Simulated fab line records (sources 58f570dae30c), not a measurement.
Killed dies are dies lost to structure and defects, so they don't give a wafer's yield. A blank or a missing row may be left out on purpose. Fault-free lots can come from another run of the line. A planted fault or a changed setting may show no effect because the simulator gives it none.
fab line records | flow berkeley_cmos170 | part 2 of 2: steps 25 to 34 of 34
record: lots: 5 wafers: 15 last_day: 11
route steps=331 shown M1@245 V1@254 M2@271
lots with no fault: from the same line, run without faults
start_h: hours from the record's opening day to when the first of the lot's shown wafers began | wait_h: time in hours since the lot's previous step | " unchanged from the row above | L1.1+2: a row that stands for several wafers | - value missing, or start not given | * or withheld: withheld | < > ~ a bound
route shown NAME@n: a module of which the file shows steps, and the number in the route of the first | usual: average and standard deviation across the fault-free wafers | same: alike in all rows | chamber/n: place in a boat | sites: readings site by site | _std_site: the values' standard deviation | _edge_site: outer sites' mean less inner sites' | radius_mm: how far each site lies from the wafer's centre | mask NAME#n: copy n | behind: the last tool/chamber to shape the wafer | hold: the reason the lot was held/the length of the hold in hours/how it ended | device: whichever transistor did not switch (one of n, p or np) | end of line: tests run on the same wafers once the route is complete | a step with no rows: only its recipe | killed: dies that structure and defects cost at the first sort, which is not the same as the wafer's yield | map: the dies of a wafer, with x for killed, . for not killed, _ for no die there
set.NAME: the setting that was run; set.NAME@STEP: the one run at that earlier step | model.NAME: the simulator's own value behind a step, which no gauge read
lots at selected steps of the route; one table per step, one row per wafer
services: a tool's chamber out of use, with start hour (start_h, from the record's first day; less than 0 if before it), hours out, and reason
== steps ==
step: UCB170_V1_STRIP_15
recipe: chemistry: O2 power_w: 400 pressure_mtorr: 3500 platen_temp_c: withheld o2_flow_sccm: 400 overash_fraction: 0.5
usual: drypump_motor_current_A: 5.9/0.31 o2_flow_sccm: 399.7/1.2 oes_product_au: 0.721/0.0043 strip_time_to_endpoint_s: 15.41/0.12
columns lot.wafer tool chamber start_h wait_h drypump_motor_current_A o2_flow_sccm oes_product_au rf_hours_counter_h strip_time_to_endpoint_s
L077.1 plasma_asher-01 1 156.15 0.1 5.6 398.4 0.728 5 15.34
L077.2 " 0 " " 6.6 398.5 0.721 5 15.60
L077.3 " 1 " " 5.6 400.4 0.725 - 15.39
L079.3 plasma_asher-03 0 168.22 0.1 6.1 400.5 0.727 - 15.41
L079.4 " 1 " " 5.7 399.9 0.722 - 15.35
L079.6 " 0 " " 6.0 400.5 0.722 - 15.48
L083.2 plasma_asher-03 1 176.20 0.1 5.7 400.2 0.731 49 15.36
L083.3 " 0 " " 6.0 399.4 0.728 - 15.11
L083.6 " 1 " " 5.7 400.4 0.720 - 15.36
L088.1 plasma_asher-02 1 209.47 0.1 5.9 398.0 0.729 44 15.57
L088.2 " 0 " " 5.5 400.5 0.727 44 15.30
L088.6 " 1 " " 5.9 400.4 0.724 - 15.53
L093.2 plasma_asher-02 0 250.04 0.1 5.5 397.1 0.719 46 15.42
L093.3 " 0 " " 5.5 400.5 0.727 - 15.55
L093.6 " 0 " " 5.5 400.1 0.727 - 15.51
step: UCB170_V1_CD_MEAS_90
recipe: target_cd_nm: 700
usual: cd_nm: 699.8/1.3
columns lot.wafer tool chamber start_h wait_h cd_nm
L077.1 cd_sem-01 - 156.25 0.1 699.2
L077.2 " - " " 697.6
L077.3 " - " " 698.5
L079.3 cd_sem-02 - 168.33 0.1 701.2
L079.4 " - " " 699.4
L079.6 " - " " 700.2
L083.2 cd_sem-01 - 176.32 0.1 697.5
L083.3 " - " " 698.2
L083.6 " - " " 696.8
L088.1 cd_sem-01 - 209.57 0.1 699.1
L088.2 " - " " 701.1
L088.6 " - " " 699.5
L093.2 cd_sem-01 - 250.16 0.1 698.8
L093.3 " - " " 698.2
L093.6 " - " " 698.8
step: UCB170_M2_PRE_CLEAN_00
recipe: gas: Ar preclean_etch_time_s: 60
columns lot.wafer tool chamber start_h wait_h
L077.1+2+3 pvd_sputter-04 - 156.37 0.1
L079.3+4+6 pvd_sputter-04 - 168.41 0.1
L083.2+3+6 pvd_sputter-04 - 176.42 0.1
L088.1+2+6 pvd_sputter-03 - 209.69 0.1
L093.2+3+6 pvd_sputter-01 - 250.26 0.1
step: UCB170_M2_SPUTTER_01
recipe: material: Al target_thk_nm: 900 time_s: 120 power_w: 6000 chamber_pressure_pa: 0.5
usual: cathode_dc_power_W: 5999.9/1.2 throttle_valve_pct: 29.7/0.84
same: time_s: 120
columns lot.wafer tool chamber start_h wait_h cathode_dc_power_W throttle_valve_pct
L077.1 pvd_sputter-04 - 156.43 0.0 5999.9 29.8
L077.2 " - " " 6001.4 27.9
L077.3 " - " " 6000.6 29.3
L079.3 pvd_sputter-04 - 168.48 0.0 5998.9 30.4
L079.4 " - " " 5998.9 29.6
L079.6 " - " " 5999.2 30.1
L083.2 pvd_sputter-04 - 176.48 0.0 5999.8 29.6
L083.3 " - " " 5999.9 30.2
L083.6 " - " " 5998.6 28.1
L088.1 pvd_sputter-03 - 209.76 0.0 6000.8 31.1
L088.2 " - " " 5999.7 29.0
L088.6 " - " " 5999.6 29.8
L093.2 pvd_sputter-01 - 250.33 0.0 5998.9 31.2
L093.3 " - " " 5999.5 30.6
L093.6 " - " " 6000.8 29.1
step: UCB170_M2_RS_MEAS_02
recipe: thk_meas_gauge: four-point-probe reads: Al_of_M2_SPUTTER_01
usual: M2_AL_RS: 0.0319/0.00035
columns lot.wafer tool chamber start_h wait_h M2_AL_RS[ohm/sq]
L077.1 film_metro-04 - 156.52 0.0 0.0313
L077.2 " - " " 0.0311
L077.3 " - " " 0.0313
L079.3 film_metro-03 - 168.60 0.1 0.0326
L079.4 " - " " 0.0322
L079.6 " - " " 0.0325
L083.2 film_metro-03 - 176.59 0.1 0.0321
L083.3 " - " " 0.0327
L083.6 " - " " 0.0319
L088.1 film_metro-03 - 209.84 0.0 0.0317
L088.2 " - " " 0.0317
L088.6 " - " " 0.0315
L093.2 film_metro-03 - 250.43 0.1 0.0321
L093.3 " - " " 0.0321
L093.6 " - " " 0.0321
step: UCB170_M2_THK_MEAS_03
recipe: thk_meas_gauge: xrf reads: Al_of_M2_SPUTTER_01
usual: M2_AL_THK: 902/9.7
columns lot.wafer tool chamber start_h wait_h M2_AL_THK[nm]
L077.1 film_metro-04 - 156.64 0.1 920
L077.2 " - " " 926
L077.3 " - " " 923
L079.3 film_metro-03 - 168.70 0.1 888
L079.4 " - " " 899
L079.6 " - " " 894
L083.2 film_metro-03 - 176.70 0.1 903
L083.3 " - " " 883
L083.6 " - " " 910
L088.1 film_metro-03 - 209.96 0.1 909
L088.2 " - " " 908
L088.6 " - " " 910
L093.2 film_metro-03 - 250.54 0.1 903
L093.3 " - " " 902
L093.6 " - " " 905
step: UCB170_M2_HMDS_04
recipe: prime_time_s: 60 prime_temp_c: 100
usual: resist_line_temp_C: 23.02/0.11
columns lot.wafer tool chamber start_h wait_h resist_line_temp_C
L077.1 litho_track-03 0 156.71 0.1 23.03
L077.2 " 0 " " 23.02
L077.3 " 0 " " 23.04
L079.3 litho_track-01 0 169.03 0.3 22.80
L079.4 " 0 " " 22.94
L079.6 " 0 " " 22.76
L083.2 litho_track-02 0 177.06 0.4 22.89
L083.3 " 0 " " 23.01
L083.6 " 0 " " 22.99
L088.1 litho_track-01 0 210.02 0.1 23.04
L088.2 " 0 " " 23.29
L088.6 " 0 " " 23.30
L093.2 litho_track-03 0 250.98 0.4 23.02
L093.3 " 0 " " 22.91
L093.6 " 0 " " 23.00
step: UCB170_M2_COAT_05
recipe: resist: KrF spin_rpm: 1500 resist_thk_nm: 900
usual: resist_line_temp_C: 23.01/0.11
columns lot.wafer tool chamber start_h wait_h resist_line_temp_C
L077.1 litho_track-03 0 156.86 0.1 23.17
L077.2 " 0 " " 23.00
L077.3 " 0 " " 23.06
L079.3 litho_track-01 0 169.18 0.1 23.18
L079.4 " 0 " " 22.97
L079.6 " 0 " " 22.92
L083.2 litho_track-02 0 177.21 0.1 22.99
L083.3 " 0 " " 23.22
L083.6 " 0 " " 23.14
L088.1 litho_track-01 0 210.17 0.1 23.10
L088.2 " 0 " " 23.15
L088.6 " 0 " " 23.14
L093.2 litho_track-03 0 251.13 0.1 22.91
L093.3 " 0 " " 22.98
L093.6 " 0 " " 23.12
step: UCB170_M2_SOFTBAKE_06
recipe: resist: KrF temp_c: 130 time_s: 60
usual: resist_line_temp_C: 23.02/0.12
same: time_s: 60
columns lot.wafer tool chamber start_h wait_h resist_line_temp_C
L077.1 litho_track-03 0 157.01 0.1 22.95
L077.2 " 0 " " 22.86
L077.3 " 0 " " 23.00
L079.3 litho_track-01 0 169.33 0.1 23.33
L079.4 " 0 " " 23.22
L079.6 " 0 " " 23.16
L083.2 litho_track-02 0 177.36 0.1 23.06
L083.3 " 0 " " 23.06
L083.6 " 0 " " 22.78
L088.1 litho_track-01 0 210.32 0.1 23.08
L088.2 " 0 " " 22.94
L088.6 " 0 " " 23.10
L093.2 litho_track-03 0 251.28 0.1 23.01
L093.3 " 0 " " 23.01
L093.6 " 0 " " 23.10
step: UCB170_M2_STRIP_07
recipe: chemistry: O2 power_w: 400 pressure_mtorr: 3500 platen_temp_c: withheld o2_flow_sccm: 400 overash_fraction: 0.5
usual: drypump_motor_current_A: 5.6/0.44 o2_flow_sccm: 399.8/1.2 oes_product_au: 0.735/0.0048 strip_time_to_endpoint_s: 21.99/0.059
columns lot.wafer tool chamber start_h wait_h drypump_motor_current_A o2_flow_sccm oes_product_au rf_hours_counter_h strip_time_to_endpoint_s
L077.1 plasma_asher-04 0 157.16 0.1 5.9 400.1 0.730 44 22.14
L077.2 " 1 " " 4.8 403.0 0.739 44 22.12
L077.3 " 0 " " 5.9 400.1 0.735 - 22.06
L079.3 plasma_asher-03 1 169.46 0.1 5.7 399.7 0.733 - 21.96
L079.4 " 0 " " 6.1 401.6 0.732 - 21.97
L079.6 " 1 " " 5.7 398.8 0.732 - 21.89
L083.2 plasma_asher-03 0 177.49 0.1 6.0 400.2 0.738 49 21.93
L083.3 " 1 " " 5.7 398.1 0.739 - 21.98
L083.6 " 1 " " 5.7 397.8 0.738 - 21.91
L088.1 plasma_asher-03 1 210.47 0.1 5.7 398.9 0.731 52 22.00
L088.2 " 0 " " 6.0 401.3 0.732 52 22.01
L088.6 " 1 " " 5.7 399.7 0.733 - 21.97
L093.2 plasma_asher-03 1 251.41 0.1 5.7 400.5 0.738 56 21.98
L093.3 " 1 " " 5.7 398.7 0.737 - 21.94
L093.6 " 0 " " 6.0 400.3 0.731 - 21.93
== services ==
columns tool chamber start_h hours kind
rie_metal-01 0 126.68 6.5 repair
plasma_asher-02 - 130.15 10.5 repair
plasma_asher-04 - 131.65 1.8 repair
pecvd-01 - 135.50 14.0 pm
pecvd-01 2 142.83 8.5 repair
krf_scanner-01 - 143.96 1.0 pm
cmp-02 - 145.43 1.5 repair
pvd_sputter-01 - 149.07 2.5 repair
rie_diel-02 2 150.33 22.4 repair
pecvd-01 - 154.13 0.5 repair
rie_diel-02 1 156.60 2.7 repair
rie_metal-04 1 157.95 7.2 repair
rie_diel-03 0 183.93 8.8 repair
pvd_sputter-04 - 187.73 1.6 repair
cmp-02 - 188.31 3.0 repair
furnace-03 - 191.26 3.4 pm
plasma_asher-03 - 199.30 2.3 repair
krf_scanner-01 - 209.86 1.3 pm
cmp-01 - 226.54 5.0 pm
pecvd-01 - 227.77 0.6 repair
plasma_asher-02 - 228.23 14.6 pm
cmp-02 - 232.00 4.0 pm
pvd_sputter-01 - 239.37 3.1 repair
cmp-01 - 247.00 0.8 repair
